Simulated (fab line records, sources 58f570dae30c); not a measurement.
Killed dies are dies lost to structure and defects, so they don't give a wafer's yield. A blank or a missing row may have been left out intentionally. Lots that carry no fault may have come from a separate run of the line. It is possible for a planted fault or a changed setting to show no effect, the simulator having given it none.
Code-filled problem report in 8D (eight disciplines) form || flow berkeley cmos170 || the parts of the form that need people (team, actions taken, sign-off) are left out

1. THE ISSUE
Wafers without a fault read 1100 C, standard deviation 0.1; tube center temp C at UCB170_WELLDRIVE_ANNEAL_03 reads a mean of 1040 C on 6 wafers belonging to 2 lots. That is -99 or more standard deviations from the usual mean.
The step: time 900 s.
The first sign was on wafer L251.3 at day 8 05:09, on furnace-02. The record has a number at this step for 42 wafers belonging to 14 lots. Rule for "out", or "out of limits": more than 4 standard deviations from the usual mean. The rest of the wafers with a number are treated as sound.

2. WHAT IT IS, AND WHAT IT ISN'T
{"question": "which readings at this step", "is": "tube center temp C, spike tc centre C, spike tc load C, spike tc source C, tube_center_temp_C_max", "is not": "-"}
{"question": "which lots", "is": "L251, L252", "is not": "L232, L233, L234, L235, L236, L237, L239, L240, L242, L243, L244, L250"}
{"question": "which wafers of those lots", "is": "all that have a number", "is not": "-"}
{"question": "read on which tools", "is": "furnace-02", "is not": "furnace-04"}
{"question": "when", "is": "from day 8 05:09", "is not": "up to then (36 sound wafers)"}

3. THE SUSPECTS, EACH WITH WHAT RULES IT OUT
Counting: a tool stays on the suspect list if, at a process step up to the reading, it processed all lots that are out and no sound lot following the first of them.
- plasma asher-02 at UCB170_NWELL_STRIP_15 (strips in O2): kept. It ran every lot that is out, first L251 (day 6 16:00), and no sound lot after that; its last sound lot up to then is L250 (day 6 03:52).
- furnace-02 at UCB170_WELLDRIVE_ANNEAL_03 (time 900 s): kept. It ran every lot that is out, first L251 (day 8 05:09), and no sound lot after that; its last sound lot up to then is L244 (day 7 03:29). Its own spike tc centre C, spike tc load C, spike tc source C, tube center temp C, tube_center_temp_C_max readings are out on those wafers.
The count leaves furnace-02 at UCB170_WELLDRIVE_ANNEAL_03 and plasma asher-02 at UCB170_NWELL_STRIP_15.

4. THE CAUSE (what the simulator had put in)
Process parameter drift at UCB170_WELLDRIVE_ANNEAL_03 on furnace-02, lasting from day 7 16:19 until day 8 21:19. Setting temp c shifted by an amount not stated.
After counting, 2 suspects remain, this tool included.

5. THE CHAIN OF EFFECTS, in route order
Each row: a reading where the mean over the struck wafers with a number is more than 3 standard deviations away from the usual. Scope: only readings with a usual standard deviation given in the record; hours: median across lots of the time from each lot's start at the first step in this table that gives one to its start at this step; sigmas: change in usual standard deviations.
{"hours": 0, "step": "UCB170_WELLDRIVE_ANNEAL_03", "reading": "spike tc centre C", "usual": "1101.7 C", "on struck wafers": 1041.3, "change": -60.4, "sigmas": -55}
{"hours": 0, "step": "UCB170_WELLDRIVE_ANNEAL_03", "reading": "spike tc load C", "usual": "1127.0 C", "on struck wafers": 1067.0, "change": -60.0, "sigmas": -35}
{"hours": 0, "step": "UCB170_WELLDRIVE_ANNEAL_03", "reading": "spike tc source C", "usual": "1124.4 C", "on struck wafers": 1062.9, "change": -61.5, "sigmas": -29}
{"hours": 0, "step": "UCB170_WELLDRIVE_ANNEAL_03", "reading": "tube center temp C", "usual": "1100 C", "on struck wafers": 1040, "change": -60, "sigmas": "-99 or more"}
{"hours": 0, "step": "UCB170_WELLDRIVE_ANNEAL_03", "reading": "tube_center_temp_C_max", "usual": 1102.8, "on struck wafers": 1043.0, "change": -59.8, "sigmas": "-99 or more"}
Process steps it contains:
- UCB170_WELLDRIVE_ANNEAL_03: time 900 s.

6. HOW IT WOULD HAVE BEEN CAUGHT EARLIER
The fault began at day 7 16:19; the first out-of-limits reading in this record came at day 8 05:09, 13 hours later.
